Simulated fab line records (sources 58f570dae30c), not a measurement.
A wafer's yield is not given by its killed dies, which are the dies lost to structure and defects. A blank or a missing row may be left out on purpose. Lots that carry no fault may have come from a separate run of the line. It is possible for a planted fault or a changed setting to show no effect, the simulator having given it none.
Which of the tools did it?    flow berkeley_cmos170    7 lots with 21 wafers sampled at 2 steps, on a route of 331 steps

WHAT THE GAUGES READ, wafer by wafer
UCB170_GATE_THK_MEAS_02.
lot   measured      on             GATE_OXIDE_THK (nm)
L370  day 7 03:46   film_metro-04  6.57 6.45 6.47
L375  day 8 06:11   film_metro-02  6.61 6.55 6.63
L380  day 8 14:08   film_metro-03  6.49 6.43 6.36
L384  day 9 21:25   film_metro-03  6.84 6.85 6.88
L386  day 10 06:19  film_metro-03  6.79 6.70 6.64
L390  day 11 07:21  film_metro-02  6.51 6.52 6.54
L389  day 11 07:25  film_metro-02  6.33 6.41 6.43

TOOL THAT RAN EACH LOT (tool first, then ch and the chambers of the sampled wafers, then the start)
lot   UCB170_GATE_OXIDATION_01
L370  furnace-02 ch 0, day 7 02:16
L375  furnace-01 ch 0, day 8 04:41
L380  furnace-04 ch 0, day 8 12:38
L384  furnace-02 ch 0, day 9 19:55
L386  furnace-02 ch 0, day 10 04:49
L390  furnace-01 ch 0, day 11 05:50
L389  furnace-01 ch 0, day 11 05:50
- UCB170_GATE_OXIDATION_01: target thk 6.6 nm, ox time 1800 s.

THE ANSWER, worked out from the rows above alone
Rule: usual is defined by the lots themselves. The widest of any qualifying gaps counts: lots, ordered by their means at a reading, are off when they make up no more than a third of the lots, leave a main group of 4 or more, and stand apart from it by 3 or more times the standard deviation of that group's means. Not used: any main group whose means are identical at the precision the tables above print for the reading. Also off: a lot with no number at a reading for which 4 or more lots have one. The other lots that the step has rows for count as sound.
No lot is off on any of the readings shown, so nothing can be concluded from this.

WHAT THE SIMULATOR HAD INSERTED
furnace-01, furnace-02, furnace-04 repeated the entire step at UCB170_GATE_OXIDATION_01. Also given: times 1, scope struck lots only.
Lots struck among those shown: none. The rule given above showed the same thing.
